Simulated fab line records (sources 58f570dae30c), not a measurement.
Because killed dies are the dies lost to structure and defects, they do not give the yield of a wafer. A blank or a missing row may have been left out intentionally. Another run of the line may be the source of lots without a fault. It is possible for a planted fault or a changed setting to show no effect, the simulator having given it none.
What tool caused it? || flow berkeley_cmos170 || 42 wafers from 14 lots sampled at 4 of the route's 331 steps

## WHAT EACH GAUGE READ, for each wafer
UCB170_PSD_TW_MEAS_10. Usual: PSD_TW gives 2326 (standard deviation 22).
{"lot": "L118", "measured": "day 7 20:38", "on": "film_metro-04", "PSD_TW": "2354 2352 2343", "flag": ""}
{"lot": "L119", "measured": "day 7 20:52", "on": "film_metro-04", "PSD_TW": "2362 2348 2358", "flag": ""}
{"lot": "L122", "measured": "day 8 08:02", "on": "film_metro-02", "PSD_TW": "2344 2343 2344", "flag": ""}
{"lot": "L120", "measured": "day 8 08:10", "on": "film_metro-04", "PSD_TW": "2320 2312 2306", "flag": ""}
{"lot": "L124", "measured": "day 9 03:29", "on": "film_metro-02", "PSD_TW": "2355 2357 2357", "flag": ""}
{"lot": "L126", "measured": "day 9 03:44", "on": "film_metro-02", "PSD_TW": "2359 2368 2352", "flag": ""}
{"lot": "L125", "measured": "day 9 04:28", "on": "film_metro-02", "PSD_TW": "2363 2373 2363", "flag": ""}
{"lot": "L129", "measured": "day 9 17:30", "on": "film_metro-04", "PSD_TW": "2298 2312 2309", "flag": ""}
{"lot": "L133", "measured": "day 10 18:58", "on": "film_metro-03", "PSD_TW": "2322 2320 2327", "flag": ""}
{"lot": "L136", "measured": "day 11 01:41", "on": "film_metro-03", "PSD_TW": "2318 2321 2323", "flag": ""}
{"lot": "L134", "measured": "day 11 01:56", "on": "film_metro-03", "PSD_TW": "2072 2079 2067", "flag": "OFF"}
{"lot": "L138", "measured": "day 11 22:48", "on": "film_metro-03", "PSD_TW": "2073 2089 2084", "flag": "OFF"}
{"lot": "L139", "measured": "day 11 23:04", "on": "film_metro-03", "PSD_TW": "2310 2310 2314", "flag": ""}
{"lot": "L141", "measured": "day 12 12:31", "on": "film_metro-03", "PSD_TW": "2320 2332 2325", "flag": ""}

UCB170_SDANNEAL_RS_MEAS_02: measures by four-point-probe. Usual: PSD_RS gives 75.61 ohm/sq (standard deviation 0.3).
{"lot": "L118", "measured": "day 8 03:24", "on": "film_metro-02", "PSD_RS (ohm/sq)": "75.63 75.39 75.69", "flag": ""}
{"lot": "L119", "measured": "day 8 02:50", "on": "film_metro-02", "PSD_RS (ohm/sq)": "75.05 75.08 74.85", "flag": ""}
{"lot": "L122", "measured": "day 8 11:32", "on": "film_metro-04", "PSD_RS (ohm/sq)": "75.66 75.69 75.78", "flag": ""}
{"lot": "L120", "measured": "day 8 11:59", "on": "film_metro-04", "PSD_RS (ohm/sq)": "75.17 75.49 75.50", "flag": ""}
{"lot": "L124", "measured": "day 9 10:34", "on": "film_metro-04", "PSD_RS (ohm/sq)": "75.53 75.34 75.63", "flag": ""}
{"lot": "L126", "measured": "day 9 11:05", "on": "film_metro-02", "PSD_RS (ohm/sq)": "75.65 75.49 75.68", "flag": ""}
{"lot": "L125", "measured": "day 9 10:05", "on": "film_metro-02", "PSD_RS (ohm/sq)": "75.63 75.69 75.63", "flag": ""}
{"lot": "L129", "measured": "day 9 20:43", "on": "film_metro-04", "PSD_RS (ohm/sq)": "75.68 75.62 75.51", "flag": ""}
{"lot": "L133", "measured": "day 10 22:44", "on": "film_metro-02", "PSD_RS (ohm/sq)": "76.27 75.99 75.85", "flag": ""}
{"lot": "L136", "measured": "day 11 04:43", "on": "film_metro-03", "PSD_RS (ohm/sq)": "75.97 75.73 75.45", "flag": ""}
{"lot": "L134", "measured": "day 11 05:23", "on": "film_metro-04", "PSD_RS (ohm/sq)": "96.14 96.12 96.51", "flag": "OFF"}
{"lot": "L138", "measured": "day 12 01:30", "on": "film_metro-03", "PSD_RS (ohm/sq)": "96.90 97.00 97.07", "flag": "OFF"}
{"lot": "L139", "measured": "day 12 01:49", "on": "film_metro-04", "PSD_RS (ohm/sq)": "75.74 75.75 75.55", "flag": ""}
{"lot": "L141", "measured": "day 12 15:14", "on": "film_metro-04", "PSD_RS (ohm/sq)": "75.21 75.68 75.42", "flag": ""}

## WHAT TOOL EACH LOT RAN ON (gives the tool, then ch and the chambers of the sampled wafers, and finally the start)
{"lot": "L118", "UCB170_PSD_IMPLANT_08": "implanter-02 ch 0, day 7 20:23", "UCB170_PSD_STRIP_09": "plasma_asher-04 ch 0, day 7 20:31"}
{"lot": "L119", "UCB170_PSD_IMPLANT_08": "implanter-01 ch 0, day 7 20:37", "UCB170_PSD_STRIP_09": "plasma_asher-01 ch 0,1, day 7 20:46"}
{"lot": "L122", "UCB170_PSD_IMPLANT_08": "implanter-02 ch 0, day 8 07:49", "UCB170_PSD_STRIP_09": "plasma_asher-01 ch 0,1, day 8 07:58"}
{"lot": "L120", "UCB170_PSD_IMPLANT_08": "implanter-01 ch 0, day 8 07:56", "UCB170_PSD_STRIP_09": "plasma_asher-04 ch 0,1, day 8 08:04"}
{"lot": "L124", "UCB170_PSD_IMPLANT_08": "implanter-01 ch 0, day 9 03:16", "UCB170_PSD_STRIP_09": "plasma_asher-01 ch 0,1, day 9 03:23"}
{"lot": "L126", "UCB170_PSD_IMPLANT_08": "implanter-02 ch 0, day 9 03:29", "UCB170_PSD_STRIP_09": "plasma_asher-04 ch 0,1, day 9 03:38"}
{"lot": "L125", "UCB170_PSD_IMPLANT_08": "implanter-01 ch 0, day 9 04:16", "UCB170_PSD_STRIP_09": "plasma_asher-01 ch 0,1, day 9 04:23"}
{"lot": "L129", "UCB170_PSD_IMPLANT_08": "implanter-01 ch 0, day 9 17:16", "UCB170_PSD_STRIP_09": "plasma_asher-01 ch 0,1, day 9 17:23"}
{"lot": "L133", "UCB170_PSD_IMPLANT_08": "implanter-04 ch 0, day 10 18:46", "UCB170_PSD_STRIP_09": "plasma_asher-03 ch 0,1, day 10 18:52"}
{"lot": "L136", "UCB170_PSD_IMPLANT_08": "implanter-04 ch 0, day 11 01:28", "UCB170_PSD_STRIP_09": "plasma_asher-03 ch 0,1, day 11 01:35"}
{"lot": "L134", "UCB170_PSD_IMPLANT_08": "implanter-01 ch 0, day 11 01:43", "UCB170_PSD_STRIP_09": "plasma_asher-04 ch 0,1, day 11 01:52"}
{"lot": "L138", "UCB170_PSD_IMPLANT_08": "implanter-01 ch 0, day 11 22:33", "UCB170_PSD_STRIP_09": "plasma_asher-03 ch 0, day 11 22:42"}
{"lot": "L139", "UCB170_PSD_IMPLANT_08": "implanter-04 ch 0, day 11 22:49", "UCB170_PSD_STRIP_09": "plasma_asher-04 ch 1, day 11 22:58"}
{"lot": "L141", "UCB170_PSD_IMPLANT_08": "implanter-02 ch 0, day 12 12:17", "UCB170_PSD_STRIP_09": "plasma_asher-03 ch 0,1, day 12 12:25"}
- UCB170_PSD_IMPLANT_08
- UCB170_PSD_STRIP_09: strips in O2.

## AS READ BY THE TOOLS THEMSELVES (means over the sampled wafers that have a number; for cases with no such wafer, the mark the record gives instead)
UCB170_PSD_IMPLANT_08. Usual: beam_energy_keV 20.000, standard deviation 0.0062; dose_ions_cm2 3.0002e+15, standard deviation 2.9e+12; end_station_pressure_torr 1.26e-05 Torr, standard deviation 6e-07; faraday_current_uA 9250, standard deviation 200.
{"lot": "L118", "tool": "implanter-02", "beam_energy_keV": 19.999, "dose_ions_cm2": 2.9994e+15, "end_station_pressure_torr (Torr)": 1.25e-05, "faraday_current_uA": 9272, "flag": ""}
{"lot": "L119", "tool": "implanter-01", "beam_energy_keV": 20.005, "dose_ions_cm2": 3.0035e+15, "end_station_pressure_torr (Torr)": 1.22e-05, "faraday_current_uA": 9006, "flag": ""}
{"lot": "L122", "tool": "implanter-02", "beam_energy_keV": 19.991, "dose_ions_cm2": 3.0037e+15, "end_station_pressure_torr (Torr)": 1.28e-05, "faraday_current_uA": 9185, "flag": ""}
{"lot": "L120", "tool": "implanter-01", "beam_energy_keV": 19.998, "dose_ions_cm2": 2.9992e+15, "end_station_pressure_torr (Torr)": 1.26e-05, "faraday_current_uA": 9226, "flag": ""}
{"lot": "L124", "tool": "implanter-01", "beam_energy_keV": 20.004, "dose_ions_cm2": 2.9983e+15, "end_station_pressure_torr (Torr)": 1.24e-05, "faraday_current_uA": 9367, "flag": ""}
{"lot": "L126", "tool": "implanter-02", "beam_energy_keV": 19.999, "dose_ions_cm2": 3.0011e+15, "end_station_pressure_torr (Torr)": 1.24e-05, "faraday_current_uA": 9234, "flag": ""}
{"lot": "L125", "tool": "implanter-01", "beam_energy_keV": 19.998, "dose_ions_cm2": 3.0010e+15, "end_station_pressure_torr (Torr)": 1.31e-05, "faraday_current_uA": 9249, "flag": ""}
{"lot": "L129", "tool": "implanter-01", "beam_energy_keV": 19.995, "dose_ions_cm2": 2.9968e+15, "end_station_pressure_torr (Torr)": 1.27e-05, "faraday_current_uA": 9210, "flag": ""}
{"lot": "L133", "tool": "implanter-04", "beam_energy_keV": 20.005, "dose_ions_cm2": 2.9995e+15, "end_station_pressure_torr (Torr)": 1.28e-05, "faraday_current_uA": 9511, "flag": ""}
{"lot": "L136", "tool": "implanter-04", "beam_energy_keV": 20.001, "dose_ions_cm2": 3.0006e+15, "end_station_pressure_torr (Torr)": 1.27e-05, "faraday_current_uA": 9335, "flag": ""}
{"lot": "L134", "tool": "implanter-01", "beam_energy_keV": 20.000, "dose_ions_cm2": 2.1040e+15, "end_station_pressure_torr (Torr)": 9.97e-06, "faraday_current_uA": 6575, "flag": "OFF"}
{"lot": "L138", "tool": "implanter-01", "beam_energy_keV": 20.001, "dose_ions_cm2": 2.1020e+15, "end_station_pressure_torr (Torr)": 1.05e-05, "faraday_current_uA": 6423, "flag": "OFF"}
{"lot": "L139", "tool": "implanter-04", "beam_energy_keV": 20.007, "dose_ions_cm2": 2.9991e+15, "end_station_pressure_torr (Torr)": 1.22e-05, "faraday_current_uA": 9155, "flag": ""}
{"lot": "L141", "tool": "implanter-02", "beam_energy_keV": 20.003, "dose_ions_cm2": 2.9966e+15, "end_station_pressure_torr (Torr)": 1.28e-05, "faraday_current_uA": 9150, "flag": ""}

UCB170_PSD_STRIP_09. Usual: drypump_motor_current_A 5.6 A, standard deviation 0.3; oes_product_au 0.600 a.u., standard deviation 0.0044; strip_time_to_endpoint_s 29.39 s, standard deviation 0.079.
{"lot": "L118", "tool": "plasma_asher-04", "drypump_motor_current_A (A)": 5.3, "oes_product_au (a.u.)": 0.601, "strip_time_to_endpoint_s (s)": 29.34, "flag": ""}
{"lot": "L119", "tool": "plasma_asher-01", "drypump_motor_current_A (A)": 5.7, "oes_product_au (a.u.)": 0.599, "strip_time_to_endpoint_s (s)": 29.41, "flag": ""}
{"lot": "L122", "tool": "plasma_asher-01", "drypump_motor_current_A (A)": 5.7, "oes_product_au (a.u.)": 0.600, "strip_time_to_endpoint_s (s)": 29.39, "flag": ""}
{"lot": "L120", "tool": "plasma_asher-04", "drypump_motor_current_A (A)": 5.3, "oes_product_au (a.u.)": 0.600, "strip_time_to_endpoint_s (s)": 29.50, "flag": ""}
{"lot": "L124", "tool": "plasma_asher-01", "drypump_motor_current_A (A)": 5.9, "oes_product_au (a.u.)": 0.597, "strip_time_to_endpoint_s (s)": 29.41, "flag": ""}
{"lot": "L126", "tool": "plasma_asher-04", "drypump_motor_current_A (A)": 5.3, "oes_product_au (a.u.)": 0.599, "strip_time_to_endpoint_s (s)": 29.45, "flag": ""}
{"lot": "L125", "tool": "plasma_asher-01", "drypump_motor_current_A (A)": 5.9, "oes_product_au (a.u.)": 0.600, "strip_time_to_endpoint_s (s)": 29.51, "flag": ""}
{"lot": "L129", "tool": "plasma_asher-01", "drypump_motor_current_A (A)": 5.8, "oes_product_au (a.u.)": 0.599, "strip_time_to_endpoint_s (s)": 29.44, "flag": ""}
{"lot": "L133", "tool": "plasma_asher-03", "drypump_motor_current_A (A)": 5.5, "oes_product_au (a.u.)": 0.601, "strip_time_to_endpoint_s (s)": 29.29, "flag": ""}
{"lot": "L136", "tool": "plasma_asher-03", "drypump_motor_current_A (A)": 5.5, "oes_product_au (a.u.)": 0.601, "strip_time_to_endpoint_s (s)": 29.39, "flag": ""}
{"lot": "L134", "tool": "plasma_asher-04", "drypump_motor_current_A (A)": 5.3, "oes_product_au (a.u.)": 0.654, "strip_time_to_endpoint_s (s)": 25.57, "flag": "OFF"}
{"lot": "L138", "tool": "plasma_asher-03", "drypump_motor_current_A (A)": 5.3, "oes_product_au (a.u.)": 0.651, "strip_time_to_endpoint_s (s)": 25.80, "flag": "OFF"}
{"lot": "L139", "tool": "plasma_asher-04", "drypump_motor_current_A (A)": 5.5, "oes_product_au (a.u.)": 0.604, "strip_time_to_endpoint_s (s)": 29.27, "flag": ""}
{"lot": "L141", "tool": "plasma_asher-03", "drypump_motor_current_A (A)": 5.7, "oes_product_au (a.u.)": 0.603, "strip_time_to_endpoint_s (s)": 29.39, "flag": ""}

## THE ANSWER, worked out from the rows above alone
Rule: lot off if the mean of its wafers having a number is beyond 3 standard deviations from the usual mean. Also off: a lot with no number at a reading for which 4 or more lots have one. The other lots that the step has rows for count as sound. Order of review: gauges by route order, followed by the tools' own readings, for which a lot's mean as printed above is used. The first step at which some lot is off is used, and at that step the reading that is off furthest; a lot without a number counts as furthest.
Off: L134, L138, at UCB170_PSD_TW_MEAS_10 (PSD_TW).
A tool fits if, at a process step before that reading, it ran every lot that is off, and no sound lot after the first of them. Not tried: the gauges at UCB170_PSD_TW_MEAS_10; whatever is off there is also off at UCB170_PSD_IMPLANT_08, on other tools, and gauge error can't account for it. One fits: UCB170_PSD_IMPLANT_08 on implanter-01. Its last sound lot is L129 (day 9 17:16), its first lot that is off L134 (day 11 01:43): a fault that began between those two fits.
The tool's own readings at UCB170_PSD_IMPLANT_08 bear it out: on the lots that are off they differ by more than 5 times the standard deviation of the sound lots' means. dose_ions_cm2 reads 2.1030e+15 there against 2.9999e+15 on the sound lots; end_station_pressure_torr reads 1.02e-05 Torr there against 1.26e-05 Torr on the sound lots; faraday_current_uA reads 6499 there against 9242 on the sound lots.

## WHAT WAS PUT IN BY THE SIMULATOR
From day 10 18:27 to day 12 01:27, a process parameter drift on implanter-01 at UCB170_PSD_IMPLANT_08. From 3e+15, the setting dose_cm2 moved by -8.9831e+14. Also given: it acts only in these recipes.
Lots struck among those shown: L134, L138. This agrees with what the rule above found.
